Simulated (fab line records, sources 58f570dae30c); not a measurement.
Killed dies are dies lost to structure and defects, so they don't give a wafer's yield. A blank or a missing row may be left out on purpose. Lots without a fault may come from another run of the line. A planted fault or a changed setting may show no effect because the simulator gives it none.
One fault seen from 2 desks | flow berkeley_cmos170 | each desk has only its own numbers; what lay behind them comes last

THE METROLOGY DESK
What the gauges read, lot by lot, whatever tool the lot ran on: means of the sampled wafers that have a number. A lot is out of limits, marked OUT, if its mean lies more than 4 standard deviations from the usual mean; the brackets give that distance.
Columns: A = SCREENOX_OXIDE_THK at UCB170_SCREENOX_THK_MEAS_02, usual 14.39 nm; B = PSD_RS at UCB170_SDANNEAL_RS_MEAS_02, usual 74.46 ohm/sq
lot  | first seen here | A     | B
L282 | day 6 02:38     | 14.37 | 74.64
L285 | day 6 12:39     | 14.26 | 74.38
L286 | day 6 18:30     | 14.52 | 74.63
L287 | day 6 18:31     | 14.53 | 74.34
L288 | day 7 00:10     | 14.35 | 74.36
L291 | day 7 00:10     | 14.39 | 74.89
L292 | day 7 12:50     | 14.31 | 74.10
L294 | day 7 12:51     | 14.65 | 74.27
L293 | day 7 12:52     | 14.44 | 74.56
L299 | day 8 09:39     | 14.34 | 74.24
L298 | day 8 09:42     | 14.46 | 74.76
L300 | day 9 04:23     | 14.45 | 74.27
L304 | day 9 18:01     | 14.48 | 74.70
L305 | day 10 02:11    | 14.41 | 73.97
This desk's finding: nothing out of limits on any of the 14 lots.

THE TOOL OWNER'S DESK: litho_track-03
The tool's own readings at UCB170_M3_COAT_10 (resist thk 900 nm): means of the sampled wafers that have a number, for each lot that ran on this tool. A lot is out of limits, marked OUT, if its mean lies more than 4 standard deviations from the usual mean; the brackets give that distance.
Columns: A = spin_speed_rpm at UCB170_M3_COAT_10, usual 1499.8 rpm
lot  | first seen here | A
L291 | day 9 14:00     | 1499.3
L288 | day 9 16:00     | 1499.6
L294 | day 10 01:00    | 1521.4 (+17) OUT
L292 | day 10 02:00    | 1522.1 (+17) OUT
This desk's finding: out of limits on L292, L294; first on L294, day 10 01:00 (spin_speed_rpm at UCB170_M3_COAT_10). In limits: L291, L288.

PUT TOGETHER
The tool owner's desk could have raised an alarm at day 10 01:00, on L292, L294.
The metrology desk saw nothing out of limits.
The metrology desk has L292, L294 on record, within its limits.
Of the lots named, all ran UCB170_M3_COAT_10 on litho_track-03.

WHAT THE SIMULATOR HAD PUT IN
Process parameter drift: litho_track-03, from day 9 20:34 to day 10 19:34, at UCB170_M3_COAT_10. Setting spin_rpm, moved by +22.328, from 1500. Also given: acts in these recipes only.
Lots struck among those shown: L292, L294.
Hours from the fault's start to each desk's first reading out of limits: the tool owner's desk, 4.
